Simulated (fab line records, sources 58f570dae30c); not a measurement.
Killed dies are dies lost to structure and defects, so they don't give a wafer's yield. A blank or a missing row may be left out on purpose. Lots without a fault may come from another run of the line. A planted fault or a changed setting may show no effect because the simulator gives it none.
Chamber matching | flow berkeley_cmos170 | UCB170_CONTACT_CLEAN_00 on wet_bench-03: 3 sister chambers
The step cleans in SPM, time 600 s. 6 wafers are shown with their chamber, then 4 later ones without.

WAFERS WITH THEIR CHAMBER
wafer  | chamber | bath_heat_duty_pct (%) | bath_guard_temp_C (C)
L119.5 | 2       | 11.7                   | 120.0
L119.6 | 2       | 13.4                   | 120.2
L126.4 | 0       | 14.5                   | 120.0
L126.6 | 0       | 16.0                   | 119.3
L125.2 | 3       | 13.8                   | 119.6
L125.4 | 3       | 13.6                   | 120.0

WAFERS WITHOUT THEIR CHAMBER
wafer  | bath_heat_duty_pct (%) | bath_guard_temp_C (C)
L125.5 | 13.1                   | 119.9
L139.1 | 14.6                   | 120.2
L139.5 | 12.5                   | 120.0
L139.6 | 12.9                   | 120.3

WHICH CHAMBER EACH WENT THROUGH
wafer  | from the rows above          | in truth
L125.5 | can't be placed: 3 or 2 or 0 | 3
L139.1 | can't be placed: 3 or 0 or 2 | 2
L139.5 | can't be placed: 2 or 3      | 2
L139.6 | can't be placed: 2 or 3      | 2
Placed correctly: 0 of 4. Can't be placed from these rows: 4 (the true chamber is among the candidates in 4). Placed wrongly: 0.
How it was worked out, from the rows above alone: a wafer's distance from a chamber is the root of the sum, over the readings, of the square of ((its reading less the chamber's mean) divided by the reading's scatter). The wafer belongs to the nearest chamber; if the next one is less than 2 further off, it can't be placed. A chamber's mean is the mean of its shown wafers. The scatter: the root of (the sum of the squares of (reading less its chamber's mean) over the shown wafers, divided by (wafers less chambers)).
